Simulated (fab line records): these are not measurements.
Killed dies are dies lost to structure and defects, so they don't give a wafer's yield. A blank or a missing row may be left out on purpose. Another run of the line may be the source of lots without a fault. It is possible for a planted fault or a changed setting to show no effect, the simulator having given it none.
Lot-split experiment | flow berkeley-cmos170 | on a route of 331 steps: 5 lots, 23 wafers read

== ON THE SPLIT ==
At UCB170_V2_COAT_07 (resist thk 900 nm), the setting spin-rpm was moved away from the recipe's 1500 rpm on 9 of the 23 wafers read, by -7.3% to +5.5%. This setting was run at the recipe's value on the other wafers.

== FROM THE SPLIT TO THE READING: what the file shows between them, 2 steps ==
- UCB170_V2_SOFTBAKE_08: time 60 s
- UCB170_V2_EXPOSE_09: exposes mask VIA2, target cd 700 nm

== THE READING ==
KrF_of_V2_COAT_07.thk-nm (the simulator's own value, which no gauge read), in nm, at UCB170_V2_ETCH_14 (etches SiO2 in CHF3/CF4/Ar, stops on Al, target depth 1250 nm, time 291 s). No usual value for it is given in the file. The 14 wafers here that ran the recipe average 618.0 nm, standard deviation 4.2 nm.

wafer  | tool, chamber at the split | spin-rpm as run, rpm | against the recipe | KrF_of_V2_COAT_07.thk-nm, nm | against lot-mates on the recipe
L074.1 | litho-track-02, 0          | 1583                 | +5.5%              | 582.9                        | -32.2
L074.2 | litho-track-02, 0          | 1583                 | +5.5%              | 584.4                        | -30.7
L074.3 | litho-track-02, 0          | 1500                 | recipe             | 617.8                        | -
L074.4 | litho-track-02, 0          | 1500                 | recipe             | 617                          | -
L074.6 | litho-track-02, 0          | 1500                 | recipe             | 610.4                        | -
L077.2 | litho-track-03, 0          | 1500                 | recipe             | 619.3                        | -
L077.4 | litho-track-03, 0          | 1500                 | recipe             | 621                          | -
L077.6 | litho-track-03, 0          | 1500                 | recipe             | 616                          | -
L078.1 | litho-track-03, 0          | 1391                 | -7.3%              | 653.3                        | +31.6
L078.2 | litho-track-03, 0          | 1500                 | recipe             | 624.4                        | -
L078.4 | litho-track-03, 0          | 1391                 | -7.3%              | 654                          | +32.3
L078.5 | litho-track-03, 0          | 1500                 | recipe             | 623.5                        | -
L078.6 | litho-track-03, 0          | 1500                 | recipe             | 617.1                        | -
L083.1 | litho-track-03, 0          | 1500                 | recipe             | 615.5                        | -
L083.2 | litho-track-03, 0          | 1500                 | recipe             | 612.6                        | -
L083.4 | litho-track-03, 0          | 1436                 | -4.3%              | 634.2                        | +20.4
L083.5 | litho-track-03, 0          | 1436                 | -4.3%              | 637.2                        | +23.4
L083.6 | litho-track-03, 0          | 1500                 | recipe             | 613.2                        | -
L082.1 | litho-track-01, 0          | 1500                 | recipe             | 623.2                        | -
L082.2 | litho-track-01, 0          | 1438                 | -4.1%              | 632.9                        | +10.5
L082.4 | litho-track-01, 0          | 1438                 | -4.1%              | 639.4                        | +17.0
L082.5 | litho-track-01, 0          | 1438                 | -4.1%              | 631                          | +8.6
L082.6 | litho-track-01, 0          | 1500                 | recipe             | 621.5                        | -

FIT RESULTS
A straight line over all 23 wafers: KrF_of_V2_COAT_07.thk-nm changes by -5.07 nm for each +1% of spin-rpm; r = -0.97; the points scatter about the line by 4.4 nm.
The same after taking each lot's own level away (the mean of its wafers on the recipe; 23 wafers): -4.65 nm for each +1%; r = -0.97; scatter 3.9 nm.
According to that fit, moving spin-rpm by its largest amount changes the reading by 34 nm.
The lots' own levels span 613.77 to 622.35 nm, that is 2.1 times the standard deviation above.
Consequently the slope shifts little with the lot-to-lot level, the two slopes agreeing.
Check: for one of the wafers moved furthest among these (-7.3%), held out of the fit, the line's prediction against its lot-mates is +32.6 nm. Against them it came out at +31.6 nm.

== THE OTHER SPLITS THESE WAFERS WENT THROUGH ==
These wafers also went through other splits before the reading. Each is held against what the fit with the lots' levels taken away leaves over:
other split on the same wafers           | wafers away from the commonest value | r with KrF_of_V2_COAT_07.thk-nm (lot level and that fit taken away)
UCB170_CONTACT_EXPOSE_12 dose-mj         | 5                                    | +0.31
UCB170_V1_EXPOSE_09 dose-mj              | 7                                    | +0.00
UCB170_M2_SPUTTER_01 chamber-pressure-pa | 15                                   | -0.05
UCB170_M2_ETCH_17 source-w               | 2                                    | -0.24

== THE WHOLE CHAIN: every reading that the file lists as answering this split, in the file's order ==
step               | what it does                                                              | reading                                                                   | change (the file's fit)              | r (the file's)
UCB170_V2_COAT_07  | resist thk 900 nm                                                         | KrF_of_V2_COAT_07.thk-nm (the simulator's own value, which no gauge read) | -4.45 nm for each +1% of the setting | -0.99
UCB170_V2_ETCH_14  | etches SiO2 in CHF3/CF4/Ar, stops on Al, target depth 1250 nm, time 291 s | KrF_of_V2_COAT_07.thk-nm (the simulator's own value, which no gauge read) | -4.64 nm for each +1% of the setting | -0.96
UCB170_V2_STRIP_15 | strips in O2                                                              | strip-time-to-endpoint-s                                                  | withheld for each +1% of the setting | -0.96

== THE FILE'S OWN FIT ==
KrF_of_V2_COAT_07.thk-nm changes by -4.64 nm for each +1% of spin-rpm, r = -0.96.
